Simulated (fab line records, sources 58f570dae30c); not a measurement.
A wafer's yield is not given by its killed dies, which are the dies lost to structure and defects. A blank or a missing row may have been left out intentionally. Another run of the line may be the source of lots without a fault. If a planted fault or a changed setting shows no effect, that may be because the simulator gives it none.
Problem report in the 8D (eight disciplines) form, filled by code | flow berkeley-cmos170 | the parts of the form that need people (team, actions taken, sign-off) are left out

1. WHAT IS WRONG
rotation-deg at UCB170_PLDD_IMPLANT_08 reads a mean of 89.998 degrees on 6 wafers of 2 lots; wafers without a fault read 0.000 degrees with a standard deviation of 0.019. That is +99 or more standard deviations from the usual mean.
Earliest sighting: wafer L180.2 on implanter-04 at day 9 20:58. Wafers with a number at this step in the record: 18, from 6 lots. The rule behind "out" and "out of limits": a value lying over 4 standard deviations away from the usual mean. The other wafers with a number count as sound.

2. WHAT IT IS; WHAT IT IS NOT
question                    | is                     | is not
which readings at this step | rotation-deg           | beam-energy-keV, dose-ions-cm2
which lots                  | L180, L184             | L170, L171, L182, L186
which wafers of those lots  | all that have a number | -
read on which tools         | implanter-04           | implanter-02, implanter-03
when                        | from day 9 20:58       | up to then (9 sound wafers); but 3 sound wafers of L186 came after

3. SUSPECTS, AND WHAT RULES EACH OUT
Counting: a tool at any process step up to the reading remains a suspect when it ran all the lots that are out and ran no sound lot after the first of those.
- rie-si-02 at UCB170_GATE_ETCH_15 (etches poly-Si in HBr/Cl2, stops on SiO2, time 56.3 s, target depth 278.2 nm): ruled out as a lasting fault. Following L180 (day 9 18:05), the first lot on it that is out, the sound lots L186 were run on it.
- implanter-04 at UCB170_PLDD_IMPLANT_08: kept. It processed each lot that is out, first L180 at day 9 20:58, and no sound lot thereafter; up to then, the last sound lot it processed was L171 at day 8 04:04. Its own rotation-deg readings are out on those wafers.
The count leaves implanter-04 at UCB170_PLDD_IMPLANT_08.

4. THE CAUSE (what the simulator had put in)
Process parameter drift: implanter-04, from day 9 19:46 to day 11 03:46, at UCB170_PLDD_IMPLANT_08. Setting rotation-deg, moved by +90, from 0. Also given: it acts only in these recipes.
Only this tool survived the counting.

5. THE EFFECT CHAIN, in route order
Rows list readings where the struck wafers' mean (over those with a number) sits beyond 3 standard deviations from the usual. Only readings whose record carries a usual standard deviation are examined. hours: median over the lots of the time between each lot's start at the first step of this table that gives one and its start at this step. sigmas: the change, counted in usual standard deviations.
hours | step                   | reading      | usual         | on struck wafers | change  | sigmas
0     | UCB170_PLDD_IMPLANT_08 | rotation-deg | 0.000 degrees | 89.998           | +89.998 | +99 or more
Process steps it contains:
- UCB170_PLDD_IMPLANT_08

6. HOW IT WOULD HAVE BEEN CAUGHT EARLIER
In this record the first reading out of limits was taken at day 9 20:58, 1 hour after the fault began at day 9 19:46.
